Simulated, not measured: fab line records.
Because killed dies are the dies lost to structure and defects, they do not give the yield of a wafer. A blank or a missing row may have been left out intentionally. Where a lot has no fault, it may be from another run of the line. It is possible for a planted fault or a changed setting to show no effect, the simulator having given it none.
fab line records + flow berkeley-cmos170
record
- lots=14
- wafers=42
- last-day=13
route steps=331 shown WELLDRIVE@57 PLDD@155 NLDD@166 SPACER@174
lots with no fault: from the same line, run without faults
start-h: hours from the record's opening day to when the first of the lot's shown wafers began + wait-h: time in hours since the lot's previous step + " same as the row above + L1.1+2: a single row standing in for several wafers + - no value present, or no start provided + * or withheld: withheld + < > ~ a bound
route shown NAME@n: a module of which the file shows steps, and the number in the route of the first + usual: average and standard deviation across the fault-free wafers + same: alike in all rows + chamber/n: place in a boat + sites: per-site readings + _std_site: the standard deviation of these + _edge_site: the outer-site mean with the inner-site mean subtracted + radius-mm: how far each site lies from the wafer's centre + mask NAME#n: copy n + behind: tool/chamber where the wafer was last shaped + hold: the reason the lot was held/the length of the hold in hours/how it ended + device: the n, p or np transistor that did not switch + end of line: tests of these same wafers at the route's end + step lacking rows: just its recipe + killed: the dies lost at the first sort to structure and to defects; this is not the yield of the wafer + map: per-die view of a wafer (x killed, . not killed, _ where there is no die)
set.NAME: the setting the step ran with; set.NAME@STEP: the setting that earlier step ran with + model.NAME: the simulator's own value behind a step, which no gauge read
one table for each step of the route and one row for each wafer, over a sample of lots
services: the hour from which a tool's chamber was out of use, counted from the record's first day as start-h (under 0 if before that day), plus the number of hours and why
## steps
# step UCB170_WELLDRIVE_THK_MEAS_02
# recipe
- reads=SiO2_of_WELLDRIVE_OXIDATION_01
# usual
- WELLDRIVE_OXIDE_THK=199/3.1
| lot.wafer | tool          | chamber | start-h | wait-h | WELLDRIVE_OXIDE_THK[nm] |
|-----------|---------------|---------|---------|--------|-------------------------|
| L559.3    | film-metro-03 | -       | 67.65   | 0.0    | 197                     |
| L559.5    | "             | -       | "       | "      | 200                     |
| L559.6    | "             | -       | "       | "      | 197                     |
| L562.3    | film-metro-04 | -       | 82.52   | 0.0    | 199                     |
| L562.4    | "             | -       | "       | "      | 200                     |
| L562.5    | "             | -       | "       | "      | 197                     |
| L561.1    | film-metro-03 | -       | 89.10   | 0.0    | 195                     |
| L561.4    | "             | -       | "       | "      | 202                     |
| L561.6    | "             | -       | "       | "      | 199                     |
| L563.1    | film-metro-04 | -       | 97.36   | 0.0    | 197                     |
| L563.3    | "             | -       | "       | "      | 199                     |
| L563.5    | "             | -       | "       | "      | 195                     |
| L564.1    | film-metro-02 | -       | 97.36   | 0.0    | 197                     |
| L564.2    | "             | -       | "       | "      | 199                     |
| L564.4    | "             | -       | "       | "      | 199                     |
| L567.1    | film-metro-02 | -       | 110.74  | 0.0    | 203                     |
| L567.3    | "             | -       | "       | "      | 203                     |
| L567.4    | "             | -       | "       | "      | 202                     |
| L568.1    | film-metro-04 | -       | 110.77  | 0.1    | 200                     |
| L568.3    | "             | -       | "       | "      | 200                     |
| L568.4    | "             | -       | "       | "      | 198                     |
| L570.2    | film-metro-02 | -       | 119.64  | 0.0    | 198                     |
| L570.3    | "             | -       | "       | "      | 198                     |
| L570.6    | "             | -       | "       | "      | 196                     |
| L573.1    | film-metro-04 | -       | 137.16  | 0.0    | 201                     |
| L573.5    | "             | -       | "       | "      | 198                     |
| L573.6    | "             | -       | "       | "      | 196                     |
| L574.2    | film-metro-02 | -       | 147.39  | 0.0    | 205                     |
| L574.4    | "             | -       | "       | "      | 203                     |
| L574.5    | "             | -       | "       | "      | 200                     |
| L576.3    | film-metro-04 | -       | 153.67  | 0.0    | 206                     |
| L576.4    | "             | -       | "       | "      | 207                     |
| L576.6    | "             | -       | "       | "      | 205                     |
| L577.1    | film-metro-02 | -       | 160.28  | 0.0    | 196                     |
| L577.5    | "             | -       | "       | "      | 196                     |
| L577.6    | "             | -       | "       | "      | 196                     |
| L581.1    | film-metro-04 | -       | 179.56  | 0.0    | 198                     |
| L581.3    | "             | -       | "       | "      | 194                     |
| L581.4    | "             | -       | "       | "      | 193                     |
| L582.4    | film-metro-04 | -       | 193.60  | 0.0    | 202                     |
| L582.5    | "             | -       | "       | "      | 199                     |
| L582.6    | "             | -       | "       | "      | 206                     |
# step UCB170_PLDD_STRIP_10
# recipe
- chemistry=O2
- power-w=400
- pressure-mtorr=3500
- platen-temp-c=withheld
- o2-flow-sccm=400
- overash-fraction=0.5
# usual
- drypump-motor-current-A=5.61/0.24
- oes-product-au=0.735/0.0042
- strip-time-to-endpoint-s=21.63/0.063
| lot.wafer | tool            | chamber | start-h | wait-h | drypump-motor-current-A | oes-product-au | rf-hours-counter-h | strip-time-to-endpoint-s |
|-----------|-----------------|---------|---------|--------|-------------------------|----------------|--------------------|--------------------------|
| L559.3    | plasma-asher-02 | 1       | 148.45  | 0.1    | 5.23                    | 0.733          | -                  | 21.70                    |
| L559.5    | "               | 0       | "       | "      | 5.58                    | 0.735          | -                  | 21.65                    |
| L559.6    | "               | 1       | "       | "      | 5.21                    | 0.738          | -                  | 21.66                    |
| L561.1    | plasma-asher-02 | 1       | 164.56  | 0.1    | 5.27                    | 0.734          | 35                 | 21.67                    |
| L561.4    | "               | 1       | "       | "      | 5.27                    | 0.732          | -                  | 21.64                    |
| L561.6    | "               | 0       | "       | "      | 5.59                    | 0.739          | -                  | 21.60                    |
| L562.3    | plasma-asher-04 | 1       | 164.86  | 0.1    | 5.87                    | 0.737          | -                  | 21.71                    |
| L562.4    | "               | 0       | "       | "      | 5.23                    | 0.736          | -                  | 21.64                    |
| L562.5    | "               | 0       | "       | "      | 5.20                    | 0.732          | -                  | 21.68                    |
| L564.1    | plasma-asher-04 | 0       | 175.57  | 0.1    | 5.23                    | 0.738          | 47                 | 21.57                    |
| L564.2    | "               | 1       | "       | "      | 5.83                    | 0.728          | 47                 | 21.64                    |
| L564.4    | "               | 0       | "       | "      | 5.23                    | 0.730          | -                  | 21.60                    |
| L563.1    | plasma-asher-03 | 1       | 176.19  | 0.1    | 5.78                    | 0.727          | 6                  | 21.52                    |
| L563.3    | "               | 1       | "       | "      | 5.77                    | 0.744          | -                  | 21.57                    |
| L563.5    | "               | 0       | "       | "      | 5.71                    | 0.738          | -                  | 21.52                    |
| L567.1    | plasma-asher-02 | 0       | 199.42  | 0.1    | 5.58                    | 0.730          | 38                 | 21.51                    |
| L567.3    | "               | 0       | "       | "      | 5.58                    | 0.727          | -                  | 21.56                    |
| L567.4    | "               | 1       | "       | "      | 5.22                    | 0.741          | -                  | 21.55                    |
| L568.1    | plasma-asher-02 | 0       | 199.96  | 0.1    | 5.61                    | 0.735          | 39                 | 21.59                    |
| L568.3    | "               | 1       | "       | "      | 5.23                    | 0.737          | -                  | 21.60                    |
| L568.4    | "               | 0       | "       | "      | 5.59                    | 0.728          | -                  | 21.63                    |
| L570.2    | plasma-asher-03 | 1       | 206.21  | 0.1    | 5.80                    | 0.741          | 10                 | 21.68                    |
| L570.3    | "               | 1       | "       | "      | 5.85                    | 0.735          | -                  | 21.65                    |
| L570.6    | "               | 0       | "       | "      | 5.69                    | 0.737          | -                  | 21.62                    |
| L573.1    | plasma-asher-03 | 1       | 223.61  | 0.1    | 5.82                    | 0.734          | 11                 | 21.70                    |
| L573.5    | "               | 0       | "       | "      | 5.68                    | 0.742          | -                  | 21.71                    |
| L573.6    | "               | 1       | "       | "      | 5.80                    | 0.739          | -                  | 21.71                    |
| L574.2    | plasma-asher-03 | 0       | 231.35  | 0.1    | 5.70                    | 0.737          | 12                 | 21.61                    |
| L574.4    | "               | 1       | "       | "      | 5.80                    | 0.733          | -                  | 21.63                    |
| L574.5    | "               | 0       | "       | "      | 5.68                    | 0.738          | -                  | 21.67                    |
| L577.1    | plasma-asher-02 | 1       | 239.77  | 0.1    | 5.27                    | 0.727          | 44                 | 21.51                    |
| L577.5    | "               | 1       | "       | "      | 5.25                    | 0.725          | -                  | 21.60                    |
| L577.6    | "               | 0       | "       | "      | 5.60                    | 0.737          | -                  | 21.55                    |
| L576.3    | plasma-asher-03 | 1       | 239.79  | 0.1    | 5.81                    | 0.733          | -                  | 21.67                    |
| L576.4    | "               | 0       | "       | "      | 5.73                    | 0.739          | -                  | 21.66                    |
| L576.6    | "               | 0       | "       | "      | 5.70                    | 0.732          | -                  | 21.59                    |
| L581.1    | plasma-asher-03 | 0       | 263.82  | 0.1    | 5.70                    | 0.736          | 16                 | 21.49                    |
| L581.3    | "               | 0       | "       | "      | 5.72                    | 0.738          | -                  | 21.51                    |
| L581.4    | "               | 1       | "       | "      | 5.82                    | 0.731          | -                  | 21.52                    |
| L582.4    | plasma-asher-03 | 1       | 274.03  | 0.1    | 5.80                    | 0.740          | -                  | 21.63                    |
| L582.5    | "               | 0       | "       | "      | 5.71                    | 0.740          | -                  | 21.60                    |
| L582.6    | "               | 1       | "       | "      | 5.78                    | 0.733          | -                  | 21.59                    |
# step UCB170_NLDD_IMPLANT_08
# recipe
- species=As
- dose-cm2=5e+13
- energy-kev=30.45
- tilt-deg=7
- rotation-deg=0
# usual
- beam-energy-keV=30.448/0.0087
- dose-ions-cm2=5e+13/5.6e+10
- faraday-current-uA=158.8/2.9
| lot.wafer | tool         | chamber | start-h | wait-h | beam-energy-keV | dose-ions-cm2 | faraday-current-uA |
|-----------|--------------|---------|---------|--------|-----------------|---------------|--------------------|
| L559.3    | implanter-01 | 0       | 149.99  | 0.2    | 30.450          | 5e+13         | 158.4              |
| L559.5    | "            | 0       | "       | "      | 30.474          | 5e+13         | 160.6              |
| L559.6    | "            | 0       | "       | "      | 30.447          | 5.006e+13     | 158.9              |
| L561.1    | implanter-02 | 0       | 165.90  | 0.0    | 30.458          | 5e+13         | 162.4              |
| L561.4    | "            | 0       | "       | "      | 30.455          | 5.006e+13     | 154.5              |
| L561.6    | "            | 0       | "       | "      | 30.448          | 5.004e+13     | 156.0              |
| L562.3    | implanter-03 | 0       | 166.26  | 0.1    | 30.462          | 4.998e+13     | 164.3              |
| L562.4    | "            | 0       | "       | "      | 30.451          | 5.004e+13     | 159.4              |
| L562.5    | "            | 0       | "       | "      | 30.449          | 5.001e+13     | 152.0              |
| L564.1    | implanter-02 | 0       | 178.42  | 0.0    | 30.449          | 4.999e+13     | 154.7              |
| L564.2    | "            | 0       | "       | "      | 30.446          | 4.994e+13     | 154.4              |
| L564.4    | "            | 0       | "       | "      | 30.455          | 4.999e+13     | 156.8              |
| L563.1    | implanter-01 | 0       | 178.97  | 0.0    | 30.461          | 5.013e+13     | 157.1              |
| L563.3    | "            | 0       | "       | "      | 30.459          | 5.002e+13     | 153.0              |
| L563.5    | "            | 0       | "       | "      | 30.455          | 5.007e+13     | 163.1              |
| L567.1    | implanter-01 | 0       | 201.20  | 0.0    | 30.458          | 4.989e+13     | 156.8              |
| L567.3    | "            | 0       | "       | "      | 30.442          | 4.997e+13     | 158.9              |
| L567.4    | "            | 0       | "       | "      | 30.462          | 5.002e+13     | 162.8              |
| L568.1    | implanter-03 | 0       | 201.75  | 0.0    | 30.444          | 5.002e+13     | 162.2              |
| L568.3    | "            | 0       | "       | "      | 30.442          | 5.002e+13     | 157.2              |
| L568.4    | "            | 0       | "       | "      | 30.447          | 5.001e+13     | 163.9              |
| L570.2    | implanter-01 | 0       | 207.56  | 0.0    | 30.445          | 4.996e+13     | 157.4              |
| L570.3    | "            | 0       | "       | "      | 30.459          | 4.994e+13     | 159.5              |
| L570.6    | "            | 0       | "       | "      | 30.451          | 4.994e+13     | 157.8              |
| L573.1    | implanter-03 | 0       | 225.41  | 0.0    | 30.444          | 4.996e+13     | 160.4              |
| L573.5    | "            | 0       | "       | "      | 30.433          | 4.999e+13     | 161.5              |
| L573.6    | "            | 0       | "       | "      | 30.445          | 4.997e+13     | 154.1              |
| L574.2    | implanter-03 | 0       | 232.71  | 0.0    | 30.438          | 2.767e+13     | 86.2               |
| L574.4    | "            | 0       | "       | "      | 30.445          | 2.769e+13     | 87.6               |
| L574.5    | "            | 0       | "       | "      | 30.447          | 2.779e+13     | 87.4               |
| L576.3    | implanter-01 | 0       | 241.48  | 0.1    | 30.444          | 5.008e+13     | 159.6              |
| L576.4    | "            | 0       | "       | "      | 30.443          | 5.001e+13     | 162.9              |
| L576.6    | "            | 0       | "       | "      | 30.448          | 5.001e+13     | 157.9              |
| L577.1    | implanter-03 | 0       | 241.88  | 0.0    | 30.446          | 2.766e+13     | 86.4               |
| L577.5    | "            | 0       | "       | "      | 30.436          | 2.762e+13     | 86.5               |
| L577.6    | "            | 0       | "       | "      | 30.433          | 2.766e+13     | 87.2               |
| L581.1    | implanter-02 | 0       | 265.57  | 0.0    | 30.459          | 4.994e+13     | 155.6              |
| L581.3    | "            | 0       | "       | "      | 30.451          | 4.994e+13     | 159.2              |
| L581.4    | "            | 0       | "       | "      | 30.441          | 4.999e+13     | 159.8              |
| L582.4    | implanter-02 | 0       | 276.07  | 0.1    | 30.451          | 4.997e+13     | 157.4              |
| L582.5    | "            | 0       | "       | "      | 30.455          | 5.001e+13     | 158.2              |
| L582.6    | "            | 0       | "       | "      | 30.455          | 4.994e+13     | 161.3              |
# step UCB170_NLDD_TW_MEAS_11
# usual
- NLDD_TW=2237/14
| lot.wafer | tool          | chamber | start-h | wait-h | NLDD_TW |
|-----------|---------------|---------|---------|--------|---------|
| L559.3    | film-metro-02 | -       | 150.36  | 0.1    | 2243    |
| L559.5    | "             | -       | "       | "      | 2246    |
| L559.6    | "             | -       | "       | "      | 2246    |
| L561.1    | film-metro-01 | -       | 166.30  | 0.1    | 2214    |
| L561.4    | "             | -       | "       | "      | 2223    |
| L561.6    | "             | -       | "       | "      | 2225    |
| L562.3    | film-metro-03 | -       | 166.63  | 0.1    | 2237    |
| L562.4    | "             | -       | "       | "      | 2248    |
| L562.5    | "             | -       | "       | "      | 2235    |
| L564.1    | film-metro-02 | -       | 178.82  | 0.1    | 2260    |
| L564.2    | "             | -       | "       | "      | 2254    |
| L564.4    | "             | -       | "       | "      | 2266    |
| L563.1    | film-metro-02 | -       | 179.37  | 0.1    | 2262    |
| L563.3    | "             | -       | "       | "      | 2260    |
| L563.5    | "             | -       | "       | "      | 2259    |
| L567.1    | film-metro-02 | -       | 201.60  | 0.1    | 2247    |
| L567.3    | "             | -       | "       | "      | 2245    |
| L567.4    | "             | -       | "       | "      | 2246    |
| L568.1    | film-metro-03 | -       | 202.15  | 0.1    | 2226    |
| L568.3    | "             | -       | "       | "      | 2224    |
| L568.4    | "             | -       | "       | "      | 2217    |
| L570.2    | film-metro-03 | -       | 207.95  | 0.1    | 2218    |
| L570.3    | "             | -       | "       | "      | 2233    |
| L570.6    | "             | -       | "       | "      | 2229    |
| L573.1    | film-metro-03 | -       | 225.90  | 0.1    | 2225    |
| L573.5    | "             | -       | "       | "      | 2224    |
| L573.6    | "             | -       | "       | "      | 2245    |
| L574.2    | film-metro-01 | -       | 233.09  | 0.1    | 2085    |
| L574.4    | "             | -       | "       | "      | 2087    |
| L574.5    | "             | -       | "       | "      | 2088    |
| L576.3    | film-metro-01 | -       | 241.85  | 0.1    | 2244    |
| L576.4    | "             | -       | "       | "      | 2227    |
| L576.6    | "             | -       | "       | "      | 2233    |
| L577.1    | film-metro-03 | -       | 242.28  | 0.1    | 2076    |
| L577.5    | "             | -       | "       | "      | 2081    |
| L577.6    | "             | -       | "       | "      | 2076    |
| L581.1    | film-metro-01 | -       | 265.97  | 0.1    | 2232    |
| L581.3    | "             | -       | "       | "      | 2224    |
| L581.4    | "             | -       | "       | "      | 2238    |
| L582.4    | film-metro-01 | -       | 276.43  | 0.1    | 2233    |
| L582.5    | "             | -       | "       | "      | 2231    |
| L582.6    | "             | -       | "       | "      | 2241    |
# step UCB170_SPACER_ETCHBACK_03
# recipe
- stop-on=Si
- target=SiO2
- chemistry=CHF3/CF4/Ar
- CHF3_flow_sccm=50
- cf4-flow-sccm=10
- Ar_flow_sccm=120
- pressure-mtorr=200
- rf-w=500
- target-depth-a=3760
- time-s=100
# usual
- drypump-motor-current-A=5.80/0.29
- oes-product-au=0.908/0.018
- throttle-valve-pct=6.52/0.12
| lot.wafer | tool        | chamber | start-h | wait-h | drypump-motor-current-A | oes-product-au | rf-hours-counter-h | throttle-valve-pct |
|-----------|-------------|---------|---------|--------|-------------------------|----------------|--------------------|--------------------|
| L559.3    | rie-diel-02 | 3       | 157.75  | 0.0    | 6.23                    | 0.888          | 101                | 6.57               |
| L559.5    | "           | 0       | "       | "      | 6.03                    | 0.932          | -                  | 6.72               |
| L559.6    | "           | 1       | "       | "      | 5.47                    | 0.944          | -                  | 6.58               |
| L561.1    | rie-diel-03 | 2       | 173.06  | 0.0    | 5.66                    | 0.873          | 134                | 6.56               |
| L561.4    | "           | 3       | "       | "      | 5.35                    | 0.895          | 14                 | 6.42               |
| L561.6    | "           | 1       | "       | "      | 5.73                    | 0.924          | -                  | 6.55               |
| L562.3    | rie-diel-02 | 0       | 173.06  | 0.0    | 6.07                    | 0.906          | 1                  | 6.73               |
| L562.4    | "           | 1       | "       | "      | 5.46                    | 0.923          | 83                 | 6.60               |
| L562.5    | "           | 1       | "       | "      | 5.48                    | 0.933          | -                  | 6.59               |
| L563.1    | rie-diel-03 | 0       | 183.90  | 0.0    | 5.72                    | 0.888          | 53                 | 6.44               |
| L563.3    | "           | 1       | "       | "      | 5.75                    | 0.916          | 109                | 6.54               |
| L563.5    | "           | 2       | "       | "      | 5.67                    | 0.871          | -                  | 6.52               |
| L564.1    | rie-diel-04 | 2       | 183.90  | 0.0    | 6.39                    | 0.896          | 31                 | 6.45               |
| L564.2    | "           | 3       | "       | "      | 5.56                    | 0.901          | 13                 | 6.75               |
| L564.4    | "           | 1       | "       | "      | 5.95                    | 0.899          | 50                 | 6.41               |
| L567.1    | rie-diel-03 | 0       | 207.67  | 0.0    | 5.72                    | 0.904          | 54                 | 6.45               |
| L567.3    | "           | 1       | "       | "      | 5.76                    | 0.925          | 110                | 6.56               |
| L567.4    | "           | 3       | "       | "      | 5.34                    | 0.897          | 16                 | 6.42               |
| L568.1    | rie-diel-04 | 3       | 207.67  | 0.0    | 5.56                    | 0.927          | 14                 | 6.78               |
| L568.3    | "           | 1       | "       | "      | 5.94                    | 0.911          | 51                 | 6.42               |
| L568.4    | "           | 3       | "       | "      | 5.54                    | 0.942          | -                  | 6.75               |
| L570.2    | rie-diel-04 | 2       | 215.67  | 0.0    | 6.38                    | 0.905          | 32                 | 6.45               |
| L570.3    | "           | 3       | "       | "      | 5.56                    | 0.922          | 14                 | 6.75               |
| L570.6    | "           | 3       | "       | "      | 5.58                    | 0.926          | -                  | 6.76               |
| L573.1    | rie-diel-03 | 1       | 231.59  | 0.0    | 5.77                    | 0.905          | 111                | 6.55               |
| L573.5    | "           | 0       | "       | "      | 5.73                    | 0.896          | -                  | 6.42               |
| L573.6    | "           | 3       | "       | "      | 5.35                    | 0.909          | -                  | 6.45               |
| L574.2    | rie-diel-03 | 2       | 240.36  | 0.0    | 5.65                    | 0.878          | 138                | 6.53               |
| L574.4    | "           | 1       | "       | "      | 5.75                    | 0.929          | 112                | 6.55               |
| L574.5    | "           | 3       | "       | "      | 5.36                    | 0.908          | -                  | 6.46               |
| L576.3    | rie-diel-04 | 1       | 248.68  | 0.0    | 5.96                    | 0.903          | 52                 | 6.42               |
| L576.4    | "           | 3       | "       | "      | 5.55                    | 0.917          | 16                 | 6.75               |
| L576.6    | "           | 1       | "       | "      | 5.97                    | 0.911          | -                  | 6.43               |
| L577.1    | rie-diel-03 | 0       | 248.68  | 0.0    | 5.71                    | 0.919          | 56                 | 6.44               |
| L577.5    | "           | 3       | "       | "      | 5.34                    | 0.890          | -                  | 6.43               |
| L577.6    | "           | 0       | "       | "      | 5.72                    | 0.905          | -                  | 6.45               |
| L581.1    | rie-diel-02 | 2       | 271.76  | 0.0    | 5.77                    | 0.917          | 120                | 6.34               |
| L581.3    | "           | 1       | "       | "      | 5.45                    | 0.924          | 87                 | 6.58               |
| L581.4    | "           | 3       | "       | "      | 6.23                    | 0.897          | 106                | 6.55               |
| L582.4    | rie-diel-04 | 0       | 282.56  | 0.0    | 5.67                    | 0.901          | -                  | 6.44               |
| L582.5    | "           | 2       | "       | "      | 6.39                    | 0.903          | -                  | 6.46               |
| L582.6    | "           | 3       | "       | "      | 5.57                    | 0.937          | -                  | 6.76               |
# step UCB170_SDANNEAL_RS_MEAS_05
# recipe
- thk-meas-gauge=four-point-probe
# usual
- NLDD_RS=614.7/1.6
| lot.wafer | tool          | chamber | start-h | wait-h | NLDD_RS[ohm/sq] |
|-----------|---------------|---------|---------|--------|-----------------|
| L559.3    | film-metro-03 | -       | 165.86  | 0.1    | 616.2           |
| L559.5    | "             | -       | "       | "      | 613.6           |
| L559.6    | "             | -       | "       | "      | 614.2           |
| L561.1    | film-metro-01 | -       | 178.96  | 0.1    | 616.0           |
| L561.4    | "             | -       | "       | "      | 615.8           |
| L561.6    | "             | -       | "       | "      | 614.3           |
| L562.3    | film-metro-03 | -       | 179.45  | 0.1    | 613.6           |
| L562.4    | "             | -       | "       | "      | 612.7           |
| L562.5    | "             | -       | "       | "      | 614.9           |
| L564.1    | film-metro-02 | -       | 188.53  | 0.1    | 616.3           |
| L564.2    | "             | -       | "       | "      | 615.3           |
| L564.4    | "             | -       | "       | "      | 615.1           |
| L563.1    | film-metro-01 | -       | 188.85  | 0.1    | 612.3           |
| L563.3    | "             | -       | "       | "      | 612.7           |
| L563.5    | "             | -       | "       | "      | 612.1           |
| L567.1    | film-metro-03 | -       | 212.14  | 0.1    | 617.1           |
| L567.3    | "             | -       | "       | "      | 618.1           |
| L567.4    | "             | -       | "       | "      | 617.6           |
| L568.1    | film-metro-01 | -       | 212.39  | 0.1    | 613.0           |
| L568.3    | "             | -       | "       | "      | 613.7           |
| L568.4    | "             | -       | "       | "      | 614.0           |
| L570.2    | film-metro-03 | -       | 220.73  | 0.1    | 615.0           |
| L570.3    | "             | -       | "       | "      | 614.6           |
| L570.6    | "             | -       | "       | "      | 611.4           |
| L573.1    | film-metro-03 | -       | 237.71  | 0.1    | 616.2           |
| L573.5    | "             | -       | "       | "      | 618.1           |
| L573.6    | "             | -       | "       | "      | 618.2           |
| L574.2    | film-metro-02 | -       | 245.24  | 0.1    | 729.0           |
| L574.4    | "             | -       | "       | "      | 727.9           |
| L574.5    | "             | -       | "       | "      | 730.5           |
| L576.3    | film-metro-02 | -       | 255.43  | 0.1    | 615.6           |
| L576.4    | "             | -       | "       | "      | 614.2           |
| L576.6    | "             | -       | "       | "      | 613.2           |
| L577.1    | film-metro-03 | -       | 256.44  | 0.1    | 730.6           |
| L577.5    | "             | -       | "       | "      | 726.9           |
| L577.6    | "             | -       | "       | "      | 729.2           |
| L581.1    | film-metro-03 | -       | 279.87  | 0.1    | 614.0           |
| L581.3    | "             | -       | "       | "      | 615.1           |
| L581.4    | "             | -       | "       | "      | 614.7           |
| L582.4    | film-metro-02 | -       | 288.53  | 0.1    | 613.8           |
| L582.5    | "             | -       | "       | "      | 611.7           |
| L582.6    | "             | -       | "       | "      | 612.9           |
## services
| tool            | chamber | start-h | hours | kind           |
|-----------------|---------|---------|-------|----------------|
| rie-diel-02     | 0       | 126.44  | -     | clean          |
| rie-diel-02     | 0       | 126.44  | 20.5  | scheduled-down |
| rie-diel-02     | 0       | 126.44  | 20.5  | vent-cycle     |
| plasma-asher-04 | -       | 128.12  | 1.3   | repair         |
| implanter-02    | -       | 136.16  | 15.0  | repair         |
| rie-diel-02     | 3       | 169.34  | 1.6   | repair         |
| rie-diel-03     | -       | 176.46  | 0.5   | repair         |
| plasma-asher-02 | -       | 203.56  | 1.6   | repair         |
| rie-diel-04     | 2       | 206.53  | 3.4   | repair         |
| plasma-asher-03 | -       | 208.77  | 6.9   | repair         |
| rie-diel-04     | 0       | 210.94  | 25.6  | repair         |
| plasma-asher-04 | -       | 224.19  | 13.4  | repair         |
| implanter-01    | -       | 232.58  | 7.9   | repair         |
| plasma-asher-02 | -       | 246.95  | 1.9   | repair         |
| plasma-asher-04 | -       | 248.66  | 2.8   | pm             |
| implanter-03    | -       | 266.41  | 1.8   | repair         |
| rie-diel-03     | 2       | 267.37  | 12.4  | repair         |
| rie-diel-03     | 2       | 279.75  | -     | clean          |
| rie-diel-03     | 2       | 279.75  | 19.2  | scheduled-down |
| rie-diel-03     | 2       | 279.75  | 19.2  | vent-cycle     |
| rie-diel-04     | 1       | 280.39  | 5.5   | repair         |
| implanter-02    | -       | 281.79  | 2.7   | repair         |
## key
first-sign
- step=UCB170_NLDD_IMPLANT_08
- reading=dose-ions-cm2
- direction=down
- sigmas=99+
- usual=5e+13
- struck=2.768e+13
effect
- step=UCB170_NLDD_IMPLANT_08
- reading=faraday-current-uA
- direction=down
- sigmas=24
- usual=158.8
- struck=86.9
effect
- step=UCB170_NLDD_TW_MEAS_11
- reading=NLDD_TW
- direction=down
- sigmas=11
- usual=2237
- struck=2082
effect
- step=UCB170_SDANNEAL_RS_MEAS_05
- reading=NLDD_RS
- direction=up
- sigmas=71
- usual=614.7
- struck=729.0
met-at UCB170_NLDD_IMPLANT_08
struck-lots L574,L577
sort-left-out L574.2,L574.4,L574.5
tester-left-out L574,L577
not-acting-at UCB170_WELLDRIVE_THK_MEAS_02,UCB170_PLDD_STRIP_10,UCB170_SPACER_ETCHBACK_03
onset-between 225.41 232.71
fault
- kind=process-parameter-drift
- tool=implanter-03
- chamber=-
- onset-h=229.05
- steps=UCB170_NLDD_IMPLANT_08
- channel=dose-cm2
- offset=-2.2328e+13
- shape=step
- end-h=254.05
- acts-in=these-recipes-only
- stated=5e+13
# tester-left-out: of these lots the tester's yield and bins aren't shown, on N5 and GAA mostly nor the transistor test; their killed dies are dies lost to structure and defects alone, not to doping, threshold or leakage, so they don't give the yield
# sort-left-out: the simulated sort isn't trusted on such a fault, so these wafers' sort isn't shown, and their yield isn't known
